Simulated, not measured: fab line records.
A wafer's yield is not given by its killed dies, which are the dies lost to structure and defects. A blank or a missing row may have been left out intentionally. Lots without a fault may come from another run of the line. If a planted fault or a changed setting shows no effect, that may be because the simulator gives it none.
The tool behind it: which one? + flow berkeley_cmos170 + Sampling: 7 lots, 21 wafers, 3 of 331 route steps

## WHAT THE GAUGES READ, wafer by wafer
UCB170_M3_RS_MEAS_02: a four-point-probe measurement.
| lot  | measured     | on            | M3_AL_RS (ohm/sq)    |
|------|--------------|---------------|----------------------|
| L493 | day 9 21:50  | film_metro-03 | 0.0331 0.0328 0.0328 |
| L498 | day 10 19:10 | film_metro-01 | 0.0325 0.0324 0.0326 |
| L497 | day 10 22:19 | film_metro-02 | 0.0319 0.0318 0.0318 |
| L503 | day 11 15:02 | film_metro-03 | 0.0326 0.0243 0.0334 |
| L506 | day 12 02:53 | film_metro-01 | 0.0320 0.0239 0.0321 |
| L510 | day 13 08:24 | film_metro-02 | 0.0321 0.0321 0.0322 |
| L513 | day 13 10:07 | film_metro-02 | 0.0322 0.0320 0.0322 |

## EACH LOT AND THE TOOL THAT RAN IT (in order: tool; ch and the chambers of the sampled wafers; start)
| lot  | UCB170_M2_STRIP_19                   | UCB170_M3_SPUTTER_01         |
|------|--------------------------------------|------------------------------|
| L493 | plasma_asher-01 ch 0,1, day 9 17:08  | pvd_sputter-04, day 9 21:43  |
| L498 | plasma_asher-01 ch 0,1, day 10 14:57 | pvd_sputter-02, day 10 19:05 |
| L497 | plasma_asher-03 ch 0,1, day 10 18:20 | pvd_sputter-02, day 10 22:10 |
| L503 | plasma_asher-03 ch 0,1, day 11 12:05 | pvd_sputter-02, day 11 14:56 |
| L506 | plasma_asher-03 ch 0,1, day 11 23:49 | pvd_sputter-02, day 12 02:47 |
| L510 | plasma_asher-04 ch 0, day 13 05:31   | pvd_sputter-03, day 13 08:19 |
| L513 | plasma_asher-01 ch 0,1, day 13 06:27 | pvd_sputter-03, day 13 10:01 |
- UCB170_M2_STRIP_19: strips in O2.
- UCB170_M3_SPUTTER_01: material Al, target thk 900 nm, time 120 s.

## THE ANSWER, worked out from the rows above alone
Rule: usual is defined by the lots themselves. The widest of any qualifying gaps counts: lots, ordered by their means at a reading, are off when they make up no more than a third of the lots, leave a main group of 4 or more, and stand apart from it by 3 or more times the standard deviation of that group's means. Not used: any main group whose means are identical at the precision the tables above print for the reading. A lot without any number at a reading at which 4 lots or more have one is off too. Where the step has rows for the other lots, those lots are counted as sound.
Off: L503, L506, at UCB170_M3_RS_MEAS_02 (M3_AL_RS). Mean 0.0323 ohm/sq and standard deviation 0.00037 in the main group.
A tool fits if, at a process step before that reading, it ran every lot that is off, and no sound lot after the first of them. The gauges at UCB170_M3_RS_MEAS_02 are tried like those tools. 2 tools fit, plasma_asher-03 at UCB170_M2_STRIP_19 and pvd_sputter-02 at UCB170_M3_SPUTTER_01, so this cannot tell which one it is.

## WHAT THE SIMULATOR HAD INSERTED
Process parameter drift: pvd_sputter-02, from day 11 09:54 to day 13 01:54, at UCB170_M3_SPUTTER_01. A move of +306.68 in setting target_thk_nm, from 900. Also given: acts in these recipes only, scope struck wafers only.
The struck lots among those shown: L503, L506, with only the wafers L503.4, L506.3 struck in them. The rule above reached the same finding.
